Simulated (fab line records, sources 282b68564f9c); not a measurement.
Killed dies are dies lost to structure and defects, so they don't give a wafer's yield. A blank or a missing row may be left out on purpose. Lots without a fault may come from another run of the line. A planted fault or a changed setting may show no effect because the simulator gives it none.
fab line records | flow rit_cmos
record lots=6 wafers=18 last_day=7
route steps=202 shown NWELL@30 PWELL@39
lots that met no fault: from a run of the same line without faults
start_h: hours from the record's first day to the start of the lot's first wafer shown | wait_h: hours since the lot's step before | " the same as in the row above | L1.1+2: a row that stands for several wafers | - no value, or no start given | * or withheld: withheld | < > ~ a bound
route shown NAME@n: a module of which the file shows steps, and the number in the route of the first | usual: mean/standard deviation of fault-free wafers | same: alike in all rows | chamber/n: place in a boat | sites: the reading at each site | _std_site: their standard deviation | _edge_site: outer sites' mean less inner sites' | radius_mm: how far each site lies from the wafer's centre | mask NAME#n: copy n | behind: the tool/chamber that last shaped the wafer | hold: why the lot was held/for how many hours/how that ended | device: the transistor (n, p or np) that didn't switch | end of line: the same wafers' tests at the end of the route | a step without rows: its recipe alone | killed: dies lost to structure and defects at the first sort, not the wafer's yield | map: a wafer's dies, x killed, . not, _ none there
set.NAME: the setting as run; set.NAME@STEP: as run at that earlier step | model.NAME: the simulator's own value behind a step, which no gauge read
lots at some steps of the route; a table a step, a row a wafer
services: from which hour (start_h, from the record's first day; less than 0 if before it) a tool's chamber was out of use, for how many hours, and why
## steps
# step RIT_NWELL_SOFTBAKE_02
# recipe resist=NOVOLAK temp_c=90 time_s=60
# step RIT_NWELL_EXPOSE_03
# recipe mask_id=M2 na=0.57 target_cd_nm=43900 dose_mj=250
# step RIT_NWELL_PEB_04
# recipe resist=NOVOLAK temp_c=withheld time_s=withheld
# step RIT_NWELL_DEVELOP_05
# recipe resist=NOVOLAK develop_time_s=68 dev_temp_c=23
# step RIT_NWELL_OVL_MEAS_06
# usual NWELL_OVL=-0.2/1.5
# columns lot.wafer tool chamber start_h wait_h NWELL_OVL[nm]
L792.2 overlay-01 - 33.45 - 0.6
L792.3 " - " " 1.2
L792.4 " - " " 0.1
L793.1 overlay-02 - 37.74 - -0.3
L793.3 " - " " 0.3
L793.5 " - " " 0.6
L794.1 overlay-02 - 46.00 - 2.3
L794.5 " - " " 0.9
L794.6 " - " " 2.0
L795.2 overlay-01 - 48.16 - -0.9
L795.3 " - " " -0.7
L795.6 " - " " -0.8
L796.3 overlay-02 - 51.66 - -3.6
L796.5 " - " " -1.3
L796.6 " - " " -1.9
L811.2 overlay-02 - 126.81 - -1.1
L811.5 " - " " -1.2
L811.6 " - " " -1.5
# step RIT_NWELL_HARDBAKE_07
# recipe resist=NOVOLAK temp_c=140 time_s=120
# step RIT_NWELL_IMPLANT_08
# recipe species=P energy_kev=170 dose_cm2=5.076e+13 tilt_deg=7
# step RIT_NWELL_STRIP_09
# recipe chemistry=O2 time_s=180 resist=NOVOLAK platen_temp_c=withheld power_w=500 pressure_mtorr=4000 o2_flow_sccm=4000
# usual drypump_motor_current_A=6.0/0.5
# columns lot.wafer tool chamber start_h wait_h drypump_motor_current_A rf_hours_counter_h
L792.2 plasma_asher-03 1 33.88 0.1 6.5 40
L792.3 " 1 " " 6.6 -
L792.4 " 0 " " 6.2 -
L793.1 plasma_asher-01 1 38.17 0.1 6.5 41
L793.3 " 1 " " 6.5 -
L793.5 " 1 " " 6.5 -
L794.1 plasma_asher-03 1 46.43 0.1 6.5 41
L794.5 " 1 " " 6.6 -
L794.6 " 0 " " 6.2 -
L795.2 plasma_asher-03 1 48.59 0.1 6.5 41
L795.3 " 1 " " 6.5 -
L795.6 " 0 " " 6.2 -
L796.3 plasma_asher-04 1 52.14 0.1 5.3 -
L796.5 " 1 " " 5.3 -
L796.6 " 0 " " 6.3 -
L811.2 plasma_asher-04 0 127.24 0.1 6.3 35
L811.5 " 1 " " 5.3 -
L811.6 " 0 " " 6.4 -
# step RIT_NWELL_TW_MEAS_10
# usual NWELL_TW=2149/16
# columns lot.wafer tool chamber start_h wait_h NWELL_TW
L792.2 film_metro-04 - 34.06 0.1 2131
L792.3 " - " " 2123
L792.4 " - " " 2124
L793.1 film_metro-02 - 38.35 0.1 2161
L793.3 " - " " 2163
L793.5 " - " " 2176
L794.1 film_metro-03 - 46.61 0.1 2162
L794.5 " - " " 2168
L794.6 " - " " 2153
L795.2 film_metro-04 - 48.77 0.1 2136
L795.3 " - " " 2116
L795.6 " - " " 2136
L796.3 film_metro-03 - 52.28 0.1 2153
L796.5 " - " " 2152
L796.6 " - " " 2146
L811.2 film_metro-04 - 127.42 0.1 2148
L811.5 " - " " 2146
L811.6 " - " " 2145
# step RIT_PWELL_HMDS_00
# recipe prime_time_s=60 prime_temp_c=140
# step RIT_PWELL_COAT_01
# recipe resist=NOVOLAK spin_rpm=2000 resist_thk_nm=1300
# step RIT_PWELL_SOFTBAKE_02
# recipe resist=NOVOLAK temp_c=90 time_s=60
# step RIT_PWELL_EXPOSE_03
# recipe mask_id=M3 na=0.57 target_cd_nm=43700 dose_mj=250
# usual exposure_dose_mJ_cm2=249.97/0.25 focus_offset_nm=0.0/0.53
# columns lot.wafer tool chamber start_h wait_h mask exposure_dose_mJ_cm2 focus_offset_nm
L792.2 iline_stepper-01 0 34.70 0.2 M3#0 250.07 0.3
L792.3 " 0 " " M3#0 250.20 0.0
L792.4 " 0 " " M3#0 250.21 1.3
L793.1 iline_stepper-01 0 38.86 0.1 M3#0 249.61 0.5
L793.3 " 0 " " M3#0 250.34 -0.2
L793.5 " 0 " " M3#0 249.94 -0.1
L794.1 iline_stepper-01 - 47.12 0.1 M3#0 - -
L794.5 " - " " M3#0 - -
L794.6 " - " " M3#0 - -
L795.2 iline_stepper-01 - 49.34 0.2 M3#0 - -
L795.3 " - " " M3#0 - -
L795.6 " - " " M3#0 - -
L796.3 iline_stepper-02 0 52.93 0.2 M3#0 250.01 0.8
L796.5 " 0 " " M3#0 249.83 0.4
L796.6 " 0 " " M3#0 249.86 0.1
L811.2 iline_stepper-01 0 127.94 0.1 M3#0 249.57 -0.1
L811.5 " 0 " " M3#0 249.81 0.3
L811.6 " 0 " " M3#0 250.03 0.2
# step RIT_PWELL_PEB_04
# recipe resist=NOVOLAK temp_c=withheld time_s=withheld
## services
# columns tool chamber start_h hours kind
iline_stepper-01 - 14.77 0.7 repair
plasma_asher-04 - 28.31 5.7 repair
iline_stepper-02 - 45.89 4.4 pm
iline_stepper-02 - 50.33 1.7 pm
plasma_asher-03 - 70.37 1.0 repair
plasma_asher-03 - 93.07 7.8 repair
iline_stepper-01 - 108.47 4.4 pm
## key
first_sign step=RIT_PWELL_EXPOSE_03 reading=tool_record direction=missing
effect none on later readings
met_at RIT_PWELL_EXPOSE_03
struck_wafers L794.1,L794.5,L794.6,L795.2,L795.3,L795.6
sort_left_out L794.1,L794.5,L794.6,L795.2,L795.3,L795.6
tester_left_out L794,L795
onset_between 38.86 47.12
fault kind=skipped_step_whole tool=iline_stepper-01 chamber=- onset_h=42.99 steps=RIT_PWELL_EXPOSE_03 scope=struck_lots_only
# tester_left_out: of these lots the tester's yield and bins aren't shown, on N5 and GAA mostly nor the transistor test; their killed dies are dies lost to structure and defects alone, not to doping, threshold or leakage, so they don't give the yield
# sort_left_out: the simulated sort isn't trusted on such a fault, so these wafers' sort isn't shown, and their yield isn't known
